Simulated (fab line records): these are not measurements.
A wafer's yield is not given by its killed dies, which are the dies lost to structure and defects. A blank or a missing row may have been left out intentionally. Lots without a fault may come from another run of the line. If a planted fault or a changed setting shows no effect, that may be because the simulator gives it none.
Chamber matching | flow berkeley cmos170 | cmp-02 running UCB170_V2_CMP_02: 4 sister chambers
The step polishes SiO2. 8 wafers are shown with their chamber, then 8 later ones without.

WAFERS, EACH WITH ITS CHAMBER
wafer  | chamber | motor current A (A) | head pressure psi (psi)
L582.1 | 2       | 15.2                | 6.002
L584.4 | 1       | 15.4                | 6.000
L584.5 | 0       | 16.1                | 6.014
L587.1 | 2       | 15.9                | 5.973
L587.3 | 1       | 15.9                | 5.994
L589.1 | 0       | 16.2                | 6.006
L589.5 | 3       | 20.2                | 5.994
L594.4 | 3       | 19.6                | 5.977

WAFERS MISSING THEIR CHAMBER
wafer  | motor current A (A) | head pressure psi (psi)
L594.5 | 15.8                | 5.996
L594.6 | 15.3                | 5.985
L601.2 | 19.1                | 5.996
L601.5 | 17.1                | 5.979
L601.6 | 15.4                | 6.010
L603.4 | 15.4                | 5.980
L603.5 | 17.0                | 5.998
L603.6 | 15.1                | 5.996

WHICH CHAMBER EACH WENT THROUGH
wafer  | from the rows above          | in truth
L594.5 | can't be placed: 1 or 2 or 0 | 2
L594.6 | can't be placed: 2 or 1      | 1
L601.2 | 3                            | 3
L601.5 | can't be placed: 0 or 1 or 2 | 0
L601.6 | can't be placed: 1 or 2 or 0 | 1
L603.4 | can't be placed: 2 or 1      | 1
L603.5 | can't be placed: 0 or 1 or 2 | 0
L603.6 | can't be placed: 2 or 1 or 0 | 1
Correct placement for 1 of the 8. Can't be placed from these rows: 7 (the true chamber is among the candidates in 7). Placed wrongly: 0.
How it was worked out, from the rows above alone: a wafer's distance from a chamber is the root of the sum, over the readings, of the square of ((its reading less the chamber's mean) divided by the reading's scatter). The wafer belongs to the nearest chamber; if the next one is less than 2 further off, it can't be placed. The mean given for a chamber averages the wafers shown for that chamber. The scatter: the root of (the sum of the squares of (reading less its chamber's mean) over the shown wafers, divided by (wafers less chambers)).
